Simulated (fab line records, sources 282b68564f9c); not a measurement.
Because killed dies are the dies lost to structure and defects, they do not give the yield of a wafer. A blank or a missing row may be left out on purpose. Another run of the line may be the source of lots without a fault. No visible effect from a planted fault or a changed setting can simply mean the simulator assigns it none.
fab line records / flow ritCmos
record lots=14 wafers=42 lastDay=8
route steps=202 shown PWELL@42 M1@202
lots that met no fault: from a run of the same line without faults
startH: start of the lot's first displayed wafer, in hours after the record's first day / waitH: time in hours since the lot's previous step / " same as the row above / L1.1+2: a single row standing in for several wafers / - either no value or no given start / * or withheld: withheld / < > ~ a bound
route shown NAME@n: a module of which the file shows steps, and the number in the route of the first / usual: average and standard deviation across the fault-free wafers / same: alike in all rows / chamber/n: place in a boat / sites: the reading at each site / _std_site: the standard deviation of these / _edge_site: inner sites' mean taken away from outer sites' mean / radiusMm: how far each site lies from the wafer's centre / mask NAME#n: copy n / behind: the tool/chamber that last shaped the wafer / hold: why the lot was held/for how many hours/how that ended / device: whichever transistor did not switch (one of n, p or np) / end of line: at the end of the route, the tests of the same wafers / a step with no rows: only its recipe / killed: dies lost to structure and defects at the first sort, not the wafer's yield / map: shows each die of a wafer: x if killed, . if not, _ if none is there
set.NAME: the setting that was run; set.NAME@STEP: the one run at that earlier step / model.NAME: the simulator's own value behind a step, which no gauge read
one table for each step of the route and one row for each wafer, over a sample of lots
services: a tool's chamber out of use, with start hour (startH, from the record's first day; less than 0 if before it), hours out, and reason
## steps
# step RIT_PWELL_EXPOSE_03
# recipe maskId=M3 na=0.57 targetCdNm=43700 doseMj=250
lot.wafer=L292.1+5+6 tool=ilineStepper-02 chamber=0 startH=24.08 waitH=0.1 mask=M3#0
lot.wafer=L294.3+4+5 tool=ilineStepper-01 chamber=0 startH=34.51 waitH=0.2 mask=M3#0
lot.wafer=L295.1+2+5 tool=ilineStepper-02 chamber=0 startH=39.18 waitH=0.2 mask=M3#0
lot.wafer=L297.1+3+4 tool=ilineStepper-01 chamber=0 startH=50.39 waitH=0.1 mask=M3#0
lot.wafer=L298.3+4+5 tool=ilineStepper-01 chamber=0 startH=58.63 waitH=0.1 mask=M3#0
lot.wafer=L299.1+3+4 tool=ilineStepper-02 chamber=0 startH=64.96 waitH=0.2 mask=M3#0
lot.wafer=L300.2+3+6 tool=ilineStepper-02 chamber=0 startH=68.98 waitH=0.1 mask=M3#0
lot.wafer=L301.2+4+5 tool=ilineStepper-02 chamber=0 startH=74.05 waitH=0.1 mask=M3#0
lot.wafer=L304.1+2+5 tool=ilineStepper-01 chamber=0 startH=87.56 waitH=0.1 mask=M3#0
lot.wafer=L311.1+2+3 tool=ilineStepper-01 chamber=0 startH=118.75 waitH=0.4 mask=M3#0
lot.wafer=L312.1+3+6 tool=ilineStepper-01 chamber=0 startH=125.05 waitH=0.1 mask=M3#0
lot.wafer=L313.3+5+6 tool=ilineStepper-01 chamber=0 startH=130.02 waitH=0.1 mask=M3#0
lot.wafer=L314.1+2+4 tool=ilineStepper-01 chamber=0 startH=134.32 waitH=0.1 mask=M3#0
lot.wafer=L315.1+2+3 tool=ilineStepper-01 chamber=0 startH=139.21 waitH=0.2 mask=M3#0
# step RIT_PWELL_OVL_MEAS_06
# usual PWELL_OVL=1.2/1.4
lot.wafer=L292.1 tool=overlay-01 chamber=- startH=24.51 waitH=- hold=- PWELL_OVL[nm]=1.4
lot.wafer=L292.5 tool=overlay-01 chamber=- startH=24.51 waitH=- hold=- PWELL_OVL[nm]=0.9
lot.wafer=L292.6 tool=overlay-01 chamber=- startH=24.51 waitH=- hold=- PWELL_OVL[nm]=1.9
lot.wafer=L294.3 tool=overlay-01 chamber=- startH=35.11 waitH=- hold=- PWELL_OVL[nm]=3.5
lot.wafer=L294.4 tool=overlay-01 chamber=- startH=35.11 waitH=- hold=- PWELL_OVL[nm]=3.6
lot.wafer=L294.5 tool=overlay-01 chamber=- startH=35.11 waitH=- hold=- PWELL_OVL[nm]=2.3
lot.wafer=L295.1 tool=overlay-01 chamber=- startH=39.61 waitH=- hold=- PWELL_OVL[nm]=-0.2
lot.wafer=L295.2 tool=overlay-01 chamber=- startH=39.61 waitH=- hold=- PWELL_OVL[nm]=1.3
lot.wafer=L295.5 tool=overlay-01 chamber=- startH=39.61 waitH=- hold=- PWELL_OVL[nm]=1.9
lot.wafer=L297.1 tool=overlay-01 chamber=- startH=50.82 waitH=- hold=- PWELL_OVL[nm]=1.9
lot.wafer=L297.3 tool=overlay-01 chamber=- startH=50.82 waitH=- hold=- PWELL_OVL[nm]=2.7
lot.wafer=L297.4 tool=overlay-01 chamber=- startH=50.82 waitH=- hold=- PWELL_OVL[nm]=1.2
lot.wafer=L298.3 tool=overlay-01 chamber=- startH=59.03 waitH=- hold=- PWELL_OVL[nm]=0.7
lot.wafer=L298.4 tool=overlay-01 chamber=- startH=59.03 waitH=- hold=- PWELL_OVL[nm]=0.3
lot.wafer=L298.5 tool=overlay-01 chamber=- startH=59.03 waitH=- hold=- PWELL_OVL[nm]=2.0
lot.wafer=L299.1 tool=overlay-01 chamber=- startH=65.39 waitH=- hold=- PWELL_OVL[nm]=1.5
lot.wafer=L299.3 tool=overlay-01 chamber=- startH=65.39 waitH=- hold=- PWELL_OVL[nm]=1.4
lot.wafer=L299.4 tool=overlay-01 chamber=- startH=65.39 waitH=- hold=- PWELL_OVL[nm]=0.9
lot.wafer=L300.2 tool=overlay-01 chamber=- startH=69.40 waitH=- hold=awaitDispo/0.2h/release PWELL_OVL[nm]=-
lot.wafer=L300.3 tool=overlay-01 chamber=- startH=69.40 waitH=- hold=awaitDispo/0.2h/release PWELL_OVL[nm]=-
lot.wafer=L300.6 tool=overlay-01 chamber=- startH=69.40 waitH=- hold=awaitDispo/0.2h/release PWELL_OVL[nm]=-
lot.wafer=L300.2 tool=overlay-01 chamber=- startH=69.60 waitH=0.2 hold=- PWELL_OVL[nm]=-
lot.wafer=L300.3 tool=overlay-01 chamber=- startH=69.60 waitH=0.2 hold=- PWELL_OVL[nm]=-
lot.wafer=L300.6 tool=overlay-01 chamber=- startH=69.60 waitH=0.2 hold=- PWELL_OVL[nm]=-
lot.wafer=L301.2 tool=overlay-01 chamber=- startH=74.47 waitH=- hold=awaitDispo/0.2h/release PWELL_OVL[nm]=-
lot.wafer=L301.4 tool=overlay-01 chamber=- startH=74.47 waitH=- hold=awaitDispo/0.2h/release PWELL_OVL[nm]=-
lot.wafer=L301.5 tool=overlay-01 chamber=- startH=74.47 waitH=- hold=awaitDispo/0.2h/release PWELL_OVL[nm]=-
lot.wafer=L301.2 tool=overlay-01 chamber=- startH=74.67 waitH=0.2 hold=- PWELL_OVL[nm]=-
lot.wafer=L301.4 tool=overlay-01 chamber=- startH=74.67 waitH=0.2 hold=- PWELL_OVL[nm]=-
lot.wafer=L301.5 tool=overlay-01 chamber=- startH=74.67 waitH=0.2 hold=- PWELL_OVL[nm]=-
lot.wafer=L304.1 tool=overlay-02 chamber=- startH=87.99 waitH=- hold=- PWELL_OVL[nm]=-0.3
lot.wafer=L304.2 tool=overlay-02 chamber=- startH=87.99 waitH=- hold=- PWELL_OVL[nm]=0.2
lot.wafer=L304.5 tool=overlay-02 chamber=- startH=87.99 waitH=- hold=- PWELL_OVL[nm]=0.1
lot.wafer=L311.1 tool=overlay-01 chamber=- startH=119.18 waitH=- hold=- PWELL_OVL[nm]=0.7
lot.wafer=L311.2 tool=overlay-01 chamber=- startH=119.18 waitH=- hold=- PWELL_OVL[nm]=2.4
lot.wafer=L311.3 tool=overlay-01 chamber=- startH=119.18 waitH=- hold=- PWELL_OVL[nm]=1.6
lot.wafer=L312.1 tool=overlay-02 chamber=- startH=125.48 waitH=- hold=- PWELL_OVL[nm]=1.4
lot.wafer=L312.3 tool=overlay-02 chamber=- startH=125.48 waitH=- hold=- PWELL_OVL[nm]=2.7
lot.wafer=L312.6 tool=overlay-02 chamber=- startH=125.48 waitH=- hold=- PWELL_OVL[nm]=-0.2
lot.wafer=L313.3 tool=overlay-02 chamber=- startH=130.64 waitH=- hold=- PWELL_OVL[nm]=1.5
lot.wafer=L313.5 tool=overlay-02 chamber=- startH=130.64 waitH=- hold=- PWELL_OVL[nm]=-0.5
lot.wafer=L313.6 tool=overlay-02 chamber=- startH=130.64 waitH=- hold=- PWELL_OVL[nm]=-0.3
lot.wafer=L314.1 tool=overlay-02 chamber=- startH=134.75 waitH=- hold=- PWELL_OVL[nm]=0.3
lot.wafer=L314.2 tool=overlay-02 chamber=- startH=134.75 waitH=- hold=- PWELL_OVL[nm]=2.3
lot.wafer=L314.4 tool=overlay-02 chamber=- startH=134.75 waitH=- hold=- PWELL_OVL[nm]=0.2
lot.wafer=L315.1 tool=overlay-02 chamber=- startH=139.64 waitH=- hold=- PWELL_OVL[nm]=0.0
lot.wafer=L315.2 tool=overlay-02 chamber=- startH=139.64 waitH=- hold=- PWELL_OVL[nm]=-0.4
lot.wafer=L315.3 tool=overlay-02 chamber=- startH=139.64 waitH=- hold=- PWELL_OVL[nm]=-1.2
# step RIT_M1_PROBE_99
# usual defectLimitedYield=97.1/1.1 killed_at_M0_to_M3=0.0/0.12 killedAtContacts=0.0/0.16 killedAtFrontEnd=7.5/2.8 killedDies=7.6/2.9 killedOpen=3.7/2 killedShort=3.8/2 sort_bin_3_pad_short=0.1/0.25 sort_bin_5_function=1.6/0.85 sort_bin_6_memory=1.1/0.62 sortNPass=256.4/2.9 sortYieldPct=97.1/1.1
# same grossDies=264 killed_at_M4_up=0 killedAtBackSide=0 killedAtOther=0
lot.wafer=L298.3 tool=prober-01 chamber=- startH=100.95 waitH=0.2 defectLimitedYield[%]=96.2 killed_at_M0_to_M3=0 killedAtContacts=0 killedAtFrontEnd=10 killedDies=10 killedOpen=6 killedShort=4 sort_bin_3_pad_short[%]=0.4 sort_bin_5_function[%]=2.3 sort_bin_6_memory[%]=1.1 sortNPass=254.0 sortYieldPct[%]=96.2
lot.wafer=L298.4 tool=prober-01 chamber=- startH=101.00 waitH=0.2 defectLimitedYield[%]=97.3 killed_at_M0_to_M3=0 killedAtContacts=0 killedAtFrontEnd=7 killedDies=7 killedOpen=5 killedShort=2 sort_bin_3_pad_short[%]=0 sort_bin_5_function[%]=1.5 sort_bin_6_memory[%]=1.1 sortNPass=257.0 sortYieldPct[%]=97.3
lot.wafer=L298.5 tool=prober-01 chamber=- startH=101.05 waitH=0.2 defectLimitedYield[%]=98.1 killed_at_M0_to_M3=0 killedAtContacts=0 killedAtFrontEnd=5 killedDies=5 killedOpen=1 killedShort=4 sort_bin_3_pad_short[%]=0 sort_bin_5_function[%]=1.1 sort_bin_6_memory[%]=0.8 sortNPass=259.0 sortYieldPct[%]=98.1
lot.wafer=L299.1 tool=prober-02 chamber=- startH=105.14 waitH=0.1 defectLimitedYield[%]=98.1 killed_at_M0_to_M3=0 killedAtContacts=0 killedAtFrontEnd=5 killedDies=5 killedOpen=2 killedShort=3 sort_bin_3_pad_short[%]=0 sort_bin_5_function[%]=0.8 sort_bin_6_memory[%]=1.1 sortNPass=259.0 sortYieldPct[%]=98.1
lot.wafer=L299.3 tool=prober-02 chamber=- startH=105.24 waitH=0.2 defectLimitedYield[%]=97.3 killed_at_M0_to_M3=0 killedAtContacts=0 killedAtFrontEnd=7 killedDies=7 killedOpen=6 killedShort=1 sort_bin_3_pad_short[%]=0 sort_bin_5_function[%]=1.5 sort_bin_6_memory[%]=1.1 sortNPass=257.0 sortYieldPct[%]=97.3
lot.wafer=L299.4 tool=prober-02 chamber=- startH=105.29 waitH=0.2 defectLimitedYield[%]=97.7 killed_at_M0_to_M3=0 killedAtContacts=0 killedAtFrontEnd=6 killedDies=6 killedOpen=2 killedShort=4 sort_bin_3_pad_short[%]=0 sort_bin_5_function[%]=2.3 sort_bin_6_memory[%]=0 sortNPass=258.0 sortYieldPct[%]=97.7
lot.wafer=L304.1 tool=prober-02 chamber=- startH=127.09 waitH=0.1 defectLimitedYield[%]=96.2 killed_at_M0_to_M3=0 killedAtContacts=0 killedAtFrontEnd=10 killedDies=10 killedOpen=7 killedShort=3 sort_bin_3_pad_short[%]=0 sort_bin_5_function[%]=2.3 sort_bin_6_memory[%]=1.5 sortNPass=254.0 sortYieldPct[%]=96.2
lot.wafer=L304.2 tool=prober-02 chamber=- startH=127.14 waitH=0.1 defectLimitedYield[%]=97.7 killed_at_M0_to_M3=0 killedAtContacts=0 killedAtFrontEnd=6 killedDies=6 killedOpen=1 killedShort=5 sort_bin_3_pad_short[%]=0 sort_bin_5_function[%]=0.8 sort_bin_6_memory[%]=1.5 sortNPass=258.0 sortYieldPct[%]=97.7
lot.wafer=L304.5 tool=prober-02 chamber=- startH=127.29 waitH=0.2 defectLimitedYield[%]=97.3 killed_at_M0_to_M3=0 killedAtContacts=0 killedAtFrontEnd=7 killedDies=7 killedOpen=4 killedShort=3 sort_bin_3_pad_short[%]=0 sort_bin_5_function[%]=1.9 sort_bin_6_memory[%]=0.8 sortNPass=257.0 sortYieldPct[%]=97.3
lot.wafer=L311.1 tool=prober-01 chamber=- startH=155.84 waitH=0.1 defectLimitedYield[%]=95.8 killed_at_M0_to_M3=0 killedAtContacts=0 killedAtFrontEnd=11 killedDies=11 killedOpen=6 killedShort=5 sort_bin_3_pad_short[%]=0.4 sort_bin_5_function[%]=1.5 sort_bin_6_memory[%]=2.3 sortNPass=253.0 sortYieldPct[%]=95.8
lot.wafer=L311.2 tool=prober-01 chamber=- startH=155.89 waitH=0.1 defectLimitedYield[%]=97.0 killed_at_M0_to_M3=0 killedAtContacts=0 killedAtFrontEnd=8 killedDies=8 killedOpen=3 killedShort=5 sort_bin_3_pad_short[%]=0.4 sort_bin_5_function[%]=1.9 sort_bin_6_memory[%]=0.8 sortNPass=256.0 sortYieldPct[%]=97.0
lot.wafer=L311.3 tool=prober-01 chamber=- startH=155.94 waitH=0.2 defectLimitedYield[%]=97.7 killed_at_M0_to_M3=0 killedAtContacts=0 killedAtFrontEnd=6 killedDies=6 killedOpen=3 killedShort=2 sort_bin_3_pad_short[%]=0 sort_bin_5_function[%]=0.8 sort_bin_6_memory[%]=1.5 sortNPass=258.0 sortYieldPct[%]=97.7
lot.wafer=L314.1 tool=prober-02 chamber=- startH=180.63 waitH=0.1 defectLimitedYield[%]=95.1 killed_at_M0_to_M3=0 killedAtContacts=0 killedAtFrontEnd=13 killedDies=13 killedOpen=5 killedShort=8 sort_bin_3_pad_short[%]=0.4 sort_bin_5_function[%]=2.7 sort_bin_6_memory[%]=1.9 sortNPass=251.0 sortYieldPct[%]=95.1
lot.wafer=L314.2 tool=prober-02 chamber=- startH=180.68 waitH=0.1 defectLimitedYield[%]=96.6 killed_at_M0_to_M3=0 killedAtContacts=0 killedAtFrontEnd=9 killedDies=9 killedOpen=4 killedShort=5 sort_bin_3_pad_short[%]=0 sort_bin_5_function[%]=1.1 sort_bin_6_memory[%]=2.3 sortNPass=255.0 sortYieldPct[%]=96.6
lot.wafer=L314.4 tool=prober-02 chamber=- startH=180.78 waitH=0.2 defectLimitedYield[%]=97.7 killed_at_M0_to_M3=0 killedAtContacts=0 killedAtFrontEnd=6 killedDies=6 killedOpen=4 killedShort=2 sort_bin_3_pad_short[%]=0 sort_bin_5_function[%]=0.8 sort_bin_6_memory[%]=1.5 sortNPass=258.0 sortYieldPct[%]=97.7
# killed by level:class
L298.3 FOX1:geometricParticle:open=3 GATE:geometricParticle:short=2 GATE:geometricParticle:open=1 REOX:geometricParticle:open=1 REOX:geometricParticle:short=1 SPACER:geometricParticle:open=1 SILICIDE:geometricParticle:short=1
L298.4 FOX1:geometricParticle:open=2 FOX1:geometricParticle:short=1 GATE:geometricParticle:open=1 REOX:geometricParticle:open=1 SPACER:geometricParticle:short=1 SILICIDE:geometricParticle:open=1
L298.5 GATE:geometricParticle:short=3 GATE:geometricParticle:open=1 REOX:geometricParticle:short=1
L299.1 GATE:geometricParticle:short=1 GATE:geometricParticle:open=1 SPACER:geometricParticle:open=1 SPACER:geometricParticle:short=1 SILICIDE:geometricParticle:short=1
L299.3 GATE:geometricParticle:open=3 SPACER:geometricParticle:open=2 FOX1:geometricParticle:short=1 FOX2:geometricParticle:open=1
L299.4 GATE:geometricParticle:short=2 SILICIDE:geometricParticle:short=2 GATE:geometricParticle:open=1 SILICIDE:geometricParticle:open=1
L304.1 GATE:geometricParticle:open=4 REOX:geometricParticle:open=2 GATE:geometricParticle:short=1 SPACER:geometricParticle:short=1 SPACER:geometricParticle:open=1 SILICIDE:geometricParticle:short=1
L304.2 FOX2:geometricParticle:short=2 GATE:geometricParticle:short=2 REOX:geometricParticle:open=1 SILICIDE:geometricParticle:short=1
L304.5 GATE:geometricParticle:open=2 GATE:geometricParticle:short=2 FOX1:geometricParticle:short=1 FOX2:geometricParticle:open=1 SILICIDE:geometricParticle:open=1
L311.1 GATE:geometricParticle:short=3 FOX1:geometricParticle:open=2 GATE:geometricParticle:open=2 REOX:geometricParticle:open=1 REOX:geometricParticle:short=1 SPACER:geometricParticle:open=1 SPACER:geometricParticle:short=1
L311.2 GATE:geometricParticle:short=3 GATE:geometricParticle:open=2 REOX:geometricParticle:short=1 SPACER:geometricParticle:open=1 SILICIDE:geometricParticle:short=1
L311.3 GATE:geometricParticle:open=1 GATE:geometricParticle:short=1 REOX:geometricParticle:open=1 SPACER:geometricParticle:open=1 SILICIDE:geometricParticle:short=1 NSD:coatMicrobubblePrinted=1
L314.1 FOX1:geometricParticle:short=3 GATE:geometricParticle:short=3 GATE:geometricParticle:open=3 FOX2:geometricParticle:short=1 REOX:geometricParticle:open=1 REOX:geometricParticle:short=1 SPACER:geometricParticle:open=1
L314.2 GATE:geometricParticle:open=3 SPACER:geometricParticle:short=3 FOX1:geometricParticle:short=1 FOX1:geometricParticle:open=1 REOX:geometricParticle:short=1
L314.4 GATE:geometricParticle:open=3 GATE:geometricParticle:short=2 SILICIDE:geometricParticle:open=1
## services
tool=ilineStepper-01 chamber=0 startH=9.55 hours=- kind=calibration
tool=ilineStepper-02 chamber=- startH=49.40 hours=1.7 kind=pm
tool=ilineStepper-01 chamber=- startH=53.14 hours=1.7 kind=pm
tool=ilineStepper-02 chamber=- startH=114.79 hours=28.9 kind=pm
## key
firstSign step=RIT_PWELL_OVL_MEAS_06 reading=visit direction=added
effect step=RIT_PWELL_OVL_MEAS_06 reading=hold direction=added
metAt RIT_PWELL_EXPOSE_03
struckLots L300,L301
scrappedBehind RIT_PWELL_OVL_MEAS_06 L300.2,L300.3,L300.6,L301.2,L301.4,L301.5
onsetBetween 64.96 68.98
fault kind=scannerMatchingOverlay tool=ilineStepper-02 chamber=- onsetH=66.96 steps=RIT_PWELL_EXPOSE_03 offset=4893.6
